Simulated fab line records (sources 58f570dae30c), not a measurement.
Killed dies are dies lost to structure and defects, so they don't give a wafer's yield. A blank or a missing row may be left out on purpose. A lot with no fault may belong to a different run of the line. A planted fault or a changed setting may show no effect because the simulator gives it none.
A single fault, viewed from 2 desks | flow berkeley_cmos170 | only its own numbers are on each desk; what lay behind them is given at the end

## FROM THE METROLOGY DESK
Lot by lot, what the gauges showed, no matter which tool ran the lot: averages of those sampled wafers that carry a number. Any lot whose mean is over 4 standard deviations away from the usual mean is out of limits and marked OUT; that distance is given in the brackets.
Columns: A = PWELL_OVL at UCB170_PWELL_OVL_MEAS_13, usual -1 nm; B = FIELD_OXIDE_LEFT_1_THK at UCB170_FIELD_THK_MEAS_90, usual 448 nm; C = FIELD_OXIDE_LEFT_2_THK at UCB170_FIELD_THK_MEAS_91, usual 360 nm
lot  | first seen here | A   | B              | C
L760 | day 3 03:24     | 2   | 434            | 346
L762 | day 3 11:16     | 1   | 451            | 363
L763 | day 3 17:29     | 2   | 454            | 366
L765 | day 4 05:07     | 2   | 467            | 379
L764 | day 4 05:22     | 3   | 462            | 374
L766 | day 4 13:43     | -2  | 469            | 379
L767 | day 4 14:01     | -7  | 432            | 344
L768 | day 4 21:47     | 1   | 466            | 378
L770 | day 5 09:17     | -5  | 446            | 359
L771 | day 5 16:32     | 0   | 455            | 366
L772 | day 5 22:34     | -1  | 429            | 342
L774 | day 6 05:08     | -3  | 505 (+4.4) OUT | 418 (+4.5) OUT
L775 | day 6 12:31     | 6   | 489            | 399
L777 | day 6 14:38     | -6  | 498            | 409
L778 | day 6 19:38     | -15 | 440            | 352
This desk's result: L774 out of limits, first on L774 (FIELD_OXIDE_LEFT_1_THK at UCB170_FIELD_THK_MEAS_90), day 8 02:56. L760, L762, L763, L765, L764, L766, L767, L768, L770, L771, L772, L775, L777, L778: within limits.

## FOR THE TOOL OWNER'S DESK: wet_bench-01
The tool's own readings at UCB170_FIELD_WET_ETCH_06 (etches SiO2 in BOE, time 22 s): means of the sampled wafers that have a number, for each lot that ran on this tool. Any lot whose mean is over 4 standard deviations away from the usual mean is out of limits and marked OUT; that distance is given in the brackets.
Columns: A = bath_heat_duty_pct at UCB170_FIELD_WET_ETCH_06, usual 6.3 %; B = run_length_s at UCB170_FIELD_WET_ETCH_06, usual 51.2 s
lot  | first seen here | A   | B
L760 | day 5 01:24     | 8.0 | 48.9
L768 | day 6 15:58     | 6.1 | 53.8
L770 | day 7 00:04     | 6.0 | 50.0
L772 | day 7 22:40     | 6.4 | 49.2
L778 | day 8 18:11     | 7.1 | 49.7
Result from this desk: across the 5 lots, nothing is out of limits.

## BROUGHT TOGETHER
Metrology desk: alarm possible at day 8 02:56 on L774.
Nothing out of limits was seen by the tool owner's desk.
The tool owner's desk has no number on record for L774.
Of the lots named, all ran UCB170_FIELD_WET_ETCH_06 on wet_bench-01.

## WHAT THE SIMULATOR HAD PUT IN
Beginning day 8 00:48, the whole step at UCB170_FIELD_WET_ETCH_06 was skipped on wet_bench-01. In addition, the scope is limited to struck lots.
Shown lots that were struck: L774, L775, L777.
Time in hours between the start of the fault and the first out-of-limits reading at each desk: metrology desk, 2.
